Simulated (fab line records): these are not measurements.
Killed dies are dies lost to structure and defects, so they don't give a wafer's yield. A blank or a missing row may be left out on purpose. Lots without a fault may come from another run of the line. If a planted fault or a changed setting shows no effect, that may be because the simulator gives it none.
Struck lot and sound lot, side by side	flow berkeley cmos170	14 steps out of a route of 331
Sound: wafers L122.1, L122.4, L122.5. Wafers L111.1, L111.3, L111.6 were the ones struck. The cause is named last.
At each step with rows: each side's tool, then ch and its chambers, then its first start. Under that, the readings that differ: sound wafers	struck wafers	difference of the means	sigmas: that difference in standard deviations of wafers without a fault.
alike: words and numbers the same on both sides, and readings whose means are apart by under 2 such deviations; not compared: readings that were withheld, readings missing a value for some wafer, numbers with overlapping values and no deviation given by the record, and bounds like >300 which may hide the same value.
Wherever a step has rows on one side only, a row that says differs or no value, or a row with sigmas, the two part there. Numbers that don't overlap but have no deviation are shown without sigmas and don't part them. A reading missing from all wafers of one side parts the sides only when that side holds two or more wafers.

first, 2 steps without rows for these wafers: UCB170_PSD_PEB_04; UCB170_PSD_DEVELOP_05 (develop time 45 s).
UCB170_PSD_CD_MEAS_06: the cd target is 1200 nm.
  struck on cd sem-02, day 7 03:38; sound on cd sem-01, day 9 06:45
reading	sound	struck	difference	sigmas
cd nm (nm)	1199.2 1199.5 1199.5	1202.5 1202.3 1202.0	+2.9	+2
UCB170_PSD_OVL_MEAS_07:
  struck on overlay-02, day 7 03:46; sound on overlay-01, day 9 06:52
  alike: PSD_OVL
next, for these wafers, 1 step has no rows: UCB170_PSD_IMPLANT_08.
UCB170_PSD_STRIP_09: strips in O2.
  sound on plasma asher-02 ch 0,1, day 9 07:04; struck on plasma asher-02 ch 0, day 7 03:57
reading	sound	struck	difference	sigmas
strip time to endpoint s (s)	29.46 29.40 29.45	29.35 29.26 29.30	-0.13	-2
  alike: drypump motor current A, oes product au
  not compared: rf hours counter h
UCB170_PSD_TW_MEAS_10:
  struck on film metro-02, day 7 04:03; sound on film metro-02, day 9 07:10
  alike: PSD_TW
then, 5 steps without rows for these wafers: UCB170_PSD_CLEAN_11 (cleans in SPM, time 600 s); UCB170_NSD_HMDS_00 (prime time 60 s); UCB170_NSD_COAT_01 (resist thk 900 nm); UCB170_NSD_SOFTBAKE_02 (time 60 s); UCB170_NSD_EXPOSE_03 (exposes mask NSELECT MOD, target cd 1200 nm).
UCB170_NSD_PEB_04:
  sound on litho track-04 ch 0, day 9 07:58; struck on litho track-02, day 7 06:09
  no value came back on the struck wafers for chill plate temp C (C), exhaust pa (Pa); on the sound wafers chill plate temp C (C) reads 23.19 22.99 23.02
then, 1 step without rows for these wafers: UCB170_NSD_DEVELOP_05 (develop time 45 s).

## WHERE THEY PART
Last at UCB170_NSD_PEB_04 as far as this record goes, first at UCB170_PSD_CD_MEAS_06.

WHY: whatever the simulator had introduced
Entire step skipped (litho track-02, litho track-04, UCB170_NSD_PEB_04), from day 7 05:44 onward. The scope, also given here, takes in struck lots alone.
